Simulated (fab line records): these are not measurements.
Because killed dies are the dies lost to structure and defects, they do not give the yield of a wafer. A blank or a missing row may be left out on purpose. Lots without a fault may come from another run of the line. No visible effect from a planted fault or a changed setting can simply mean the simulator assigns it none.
Lot-split experiment / flow berkeley-cmos170 / 23 wafers read across 5 lots, on a route 331 steps long

## ABOUT THE SPLIT
At UCB170_GATE_OXIDATION_01 (target thk 6.6 nm, ox time 1800 s), the setting temp-c was moved away from the recipe's 850 C on 15 of the 23 wafers read, by -3.0% to -1.0%. The other wafers ran this setting at the recipe's value.

Split to reading: the file shows no intervening step.

## THE READING
GATE_OXIDE_THK, in nm, at UCB170_GATE_THK_MEAS_02. Fault-free wafers of this fab line usually give 6.50 nm, standard deviation 0.13 nm.

wafer=L076.1; tool, chamber at the split=-, -; temp-c as run, C=828.4; against the recipe=-2.5%; GATE_OXIDE_THK, nm=4.88; against lot-mates on the recipe=no lot-mate on the recipe
wafer=L076.2; tool, chamber at the split=-, -; temp-c as run, C=828.4; against the recipe=-2.5%; GATE_OXIDE_THK, nm=4.94; against lot-mates on the recipe=no lot-mate on the recipe
wafer=L076.4; tool, chamber at the split=-, -; temp-c as run, C=828.4; against the recipe=-2.5%; GATE_OXIDE_THK, nm=5.05; against lot-mates on the recipe=no lot-mate on the recipe
wafer=L076.5; tool, chamber at the split=-, -; temp-c as run, C=828.4; against the recipe=-2.5%; GATE_OXIDE_THK, nm=4.96; against lot-mates on the recipe=no lot-mate on the recipe
wafer=L076.6; tool, chamber at the split=-, -; temp-c as run, C=828.4; against the recipe=-2.5%; GATE_OXIDE_THK, nm=4.84; against lot-mates on the recipe=no lot-mate on the recipe
wafer=L078.2; tool, chamber at the split=furnace-02, 0; temp-c as run, C=850; against the recipe=recipe; GATE_OXIDE_THK, nm=6.42; against lot-mates on the recipe=-
wafer=L078.3; tool, chamber at the split=furnace-02, 0; temp-c as run, C=850; against the recipe=recipe; GATE_OXIDE_THK, nm=6.38; against lot-mates on the recipe=-
wafer=L078.6; tool, chamber at the split=furnace-02, 0; temp-c as run, C=850; against the recipe=recipe; GATE_OXIDE_THK, nm=6.45; against lot-mates on the recipe=-
wafer=L081.1; tool, chamber at the split=-, -; temp-c as run, C=824.6; against the recipe=-3.0%; GATE_OXIDE_THK, nm=4.56; against lot-mates on the recipe=no lot-mate on the recipe
wafer=L081.2; tool, chamber at the split=-, -; temp-c as run, C=824.6; against the recipe=-3.0%; GATE_OXIDE_THK, nm=4.52; against lot-mates on the recipe=no lot-mate on the recipe
wafer=L081.3; tool, chamber at the split=-, -; temp-c as run, C=824.6; against the recipe=-3.0%; GATE_OXIDE_THK, nm=4.77; against lot-mates on the recipe=no lot-mate on the recipe
wafer=L081.5; tool, chamber at the split=-, -; temp-c as run, C=824.6; against the recipe=-3.0%; GATE_OXIDE_THK, nm=4.62; against lot-mates on the recipe=no lot-mate on the recipe
wafer=L081.6; tool, chamber at the split=-, -; temp-c as run, C=824.6; against the recipe=-3.0%; GATE_OXIDE_THK, nm=4.69; against lot-mates on the recipe=no lot-mate on the recipe
wafer=L082.1; tool, chamber at the split=-, -; temp-c as run, C=850; against the recipe=recipe; GATE_OXIDE_THK, nm=6.54; against lot-mates on the recipe=-
wafer=L082.2; tool, chamber at the split=-, -; temp-c as run, C=850; against the recipe=recipe; GATE_OXIDE_THK, nm=6.57; against lot-mates on the recipe=-
wafer=L082.3; tool, chamber at the split=-, -; temp-c as run, C=850; against the recipe=recipe; GATE_OXIDE_THK, nm=6.57; against lot-mates on the recipe=-
wafer=L082.4; tool, chamber at the split=-, -; temp-c as run, C=850; against the recipe=recipe; GATE_OXIDE_THK, nm=6.54; against lot-mates on the recipe=-
wafer=L082.6; tool, chamber at the split=-, -; temp-c as run, C=850; against the recipe=recipe; GATE_OXIDE_THK, nm=6.57; against lot-mates on the recipe=-
wafer=L084.1; tool, chamber at the split=-, -; temp-c as run, C=841.9; against the recipe=-1.0%; GATE_OXIDE_THK, nm=6.10; against lot-mates on the recipe=no lot-mate on the recipe
wafer=L084.2; tool, chamber at the split=-, -; temp-c as run, C=841.9; against the recipe=-1.0%; GATE_OXIDE_THK, nm=5.89; against lot-mates on the recipe=no lot-mate on the recipe
wafer=L084.3; tool, chamber at the split=-, -; temp-c as run, C=841.9; against the recipe=-1.0%; GATE_OXIDE_THK, nm=5.88; against lot-mates on the recipe=no lot-mate on the recipe
wafer=L084.4; tool, chamber at the split=-, -; temp-c as run, C=841.9; against the recipe=-1.0%; GATE_OXIDE_THK, nm=5.82; against lot-mates on the recipe=no lot-mate on the recipe
wafer=L084.5; tool, chamber at the split=-, -; temp-c as run, C=841.9; against the recipe=-1.0%; GATE_OXIDE_THK, nm=5.94; against lot-mates on the recipe=no lot-mate on the recipe

FIT RESULTS
A straight line over all 23 wafers: GATE_OXIDE_THK changes by +0.625 nm for each +1% of temp-c; r = +0.99; the points scatter about the line by 0.086 nm.
Too few moved wafers with a lot-mate on the recipe to fit a line net of each lot's own level.

## THE WHOLE CHAIN: every reading that the file lists as answering this split, in the file's order
step=UCB170_GATE_OXIDATION_01; what it does=target thk 6.6 nm, ox time 1800 s; reading=SiO2_of_GATE_OXIDATION_01.thk-nm (the simulator's own value, which no gauge read); change (the file's fit)=+0.617 nm for each +1% of the setting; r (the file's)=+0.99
step=UCB170_GATE_THK_MEAS_02; what it does=; reading=GATE_OXIDE_THK; change (the file's fit)=+0.624 for each +1% of the setting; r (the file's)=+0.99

## THE FILE'S OWN FIT
GATE_OXIDE_THK changes by +0.624 nm for each +1% of temp-c, r = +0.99.
